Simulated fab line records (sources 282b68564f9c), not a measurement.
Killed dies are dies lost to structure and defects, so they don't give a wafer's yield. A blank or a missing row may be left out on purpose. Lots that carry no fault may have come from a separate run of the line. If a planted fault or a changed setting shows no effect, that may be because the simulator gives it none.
Comparing a struck lot with a sound one :: flow ritCmos :: 30 steps out of a route of 202
Sound: wafers L851.2, L851.4, L851.5. Wafers struck: L864.3, L864.5, L864.6. The cause comes at the end.
Each step with rows lists, per side, the tool, then ch with its chambers, then its first start. Under that, the readings that differ: sound wafers :: struck wafers :: difference of the means :: sigmas: that difference in standard deviations of wafers without a fault.
alike: a reading whose means differ by less than 2 such deviations, as well as words and numbers matching on both sides. not compared: withheld readings; readings where some wafer has no value; bounds like >300 that might hide an equal value; numbers whose values overlap and for which the record gives no deviation.
Wherever a step has rows on one side only, a row that says differs or no value, or a row with sigmas, the two part there. Non-overlapping numbers with no deviation appear without sigmas and do not part them. A reading that every wafer of one side lacks parts them only if that side has two wafers or more.

RIT_FOX2_THK_MEAS_01:
  sound: filmMetro-02 at day 3 02:23; struck: filmMetro-03 at day 5 18:50
  alike: FOX2_OXIDE_THK
then, 2 steps without rows for these wafers: RIT_FOX2_CLEAN_02 (cleans in dHF, time 180 s); RIT_FOX2_WET_ETCH_03 (etches Si3N4 in H3PO4, target depth 195 nm, time 2700 s).
RIT_FOX2_THK_MEAS_90:
  sound: filmMetro-04 at day 3 03:16; struck: filmMetro-04 at day 5 19:47
  alike: FIELD_OXIDE_LEFT_1_THK
then, 6 steps without rows for these wafers: RIT_NWELL_HMDS_00 (prime time 60 s); RIT_NWELL_COAT_01 (resist thk 1300 nm); RIT_NWELL_SOFTBAKE_02 (time 60 s); RIT_NWELL_EXPOSE_03 (exposes mask M2, target cd 43900 nm); RIT_NWELL_PEB_04; RIT_NWELL_DEVELOP_05 (develop time 68 s).
RIT_NWELL_OVL_MEAS_06:
  sound: overlay-02 at day 3 04:25; struck: overlay-02 at day 5 20:55
  alike: NWELL_OVL
then, 1 step without rows for these wafers: RIT_NWELL_HARDBAKE_07 (time 120 s).
RIT_NWELL_IMPLANT_08:
  sound on implanter-04 ch 0, day 3 04:43; struck on implanter-04 ch 0, day 5 21:20
reading: beamOnS (s)
sound: 9.84 10.17 10.15
struck: 10.88 11.64 10.83
difference: +1.06
sigmas: +5

reading: endStationPressureTorr (Torr)
sound: 5.15e-06 4.88e-06 5.02e-06
struck: 5.138e-05 5.057e-05 5.363e-05
difference: +4.684e-05
sigmas: +99 or more

reading: faradayCurrentUA
sound: 161 156 157
struck: 147 137 148
difference: -14
sigmas: -5
RIT_NWELL_STRIP_09: strips in O2, time 180 s.
  sound on plasmaAsher-01 ch 0,1, day 3 04:50; struck on plasmaAsher-03 ch 0,1, day 5 21:30
  alike: drypumpMotorCurrentA
  not compared: rfHoursCounterH
RIT_NWELL_TW_MEAS_10:
  sound: filmMetro-01 at day 3 05:02; struck: filmMetro-01 at day 5 21:38
reading: NWELL_TW
sound: 2138 2140 2139
struck: 2210 2206 2206
difference: +68
sigmas: +4
then, 6 steps without rows for these wafers: RIT_PWELL_HMDS_00 (prime time 60 s); RIT_PWELL_COAT_01 (resist thk 1300 nm); RIT_PWELL_SOFTBAKE_02 (time 60 s); RIT_PWELL_EXPOSE_03 (exposes mask M3, target cd 43700 nm); RIT_PWELL_PEB_04; RIT_PWELL_DEVELOP_05 (develop time 68 s).
RIT_PWELL_OVL_MEAS_06:
  sound: overlay-02 at day 3 05:58; struck: overlay-01 at day 5 22:38
  alike: PWELL_OVL
then, 2 steps without rows for these wafers: RIT_PWELL_HARDBAKE_07 (time 120 s); RIT_PWELL_IMPLANT_08.
RIT_PWELL_STRIP_09: strips in O2, time 180 s.
  sound on plasmaAsher-04 ch 0,1, day 3 06:23; struck on plasmaAsher-03 ch 0,1, day 5 23:07
reading: drypumpMotorCurrentA (A)
sound: 6.5 6.5 5.5
struck: 5.4 5.4 5.5
difference: -0.7
sigmas: -2
  not compared: rfHoursCounterH
RIT_PWELL_TW_MEAS_10:
  sound: filmMetro-03 at day 3 06:35; struck: filmMetro-01 at day 5 23:15
  alike: PWELL_TW
then, 1 step without rows for these wafers: RIT_WELLDRIVE_ANNEAL_00 (time 14700 s).
RIT_WELLDRIVE_RS_MEAS_01: uses a four-point probe to measure.
  sound: filmMetro-03 at day 3 14:06; struck: filmMetro-03 at day 6 04:51
reading: NWELL_RS (ohm/sq)
sound: 276.8 276.8 276.7
struck: 258.6 258.2 258.7
difference: -18.3
sigmas: -20
RIT_WELLDRIVE_RS_MEAS_02: uses a four-point probe to measure.
  sound: filmMetro-03 at day 3 14:13; struck: filmMetro-03 at day 6 04:58
  alike: PWELL_RS
RIT_M1_PROBE_99:
  sound: prober-01 at day 4 21:05; struck: prober-02 at day 7 13:41
  alike: killed_at_M0_to_M3, killedAtContacts, killedAtFrontEnd, killedDies, killedOpen, killedShort

## WHERE THEY PART
At RIT_NWELL_IMPLANT_08 first; at RIT_WELLDRIVE_RS_MEAS_01 last (within this record only). Later steps at which nothing parts them and some readings are alike: RIT_WELLDRIVE_RS_MEAS_02, RIT_M1_PROBE_99.

WHY: whatever the simulator had introduced
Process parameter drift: implanter-04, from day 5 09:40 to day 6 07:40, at RIT_NWELL_IMPLANT_08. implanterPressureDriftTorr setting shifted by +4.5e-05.
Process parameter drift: implanter-04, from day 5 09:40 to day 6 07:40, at RIT_NWELL_IMPLANT_08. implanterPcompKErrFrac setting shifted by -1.
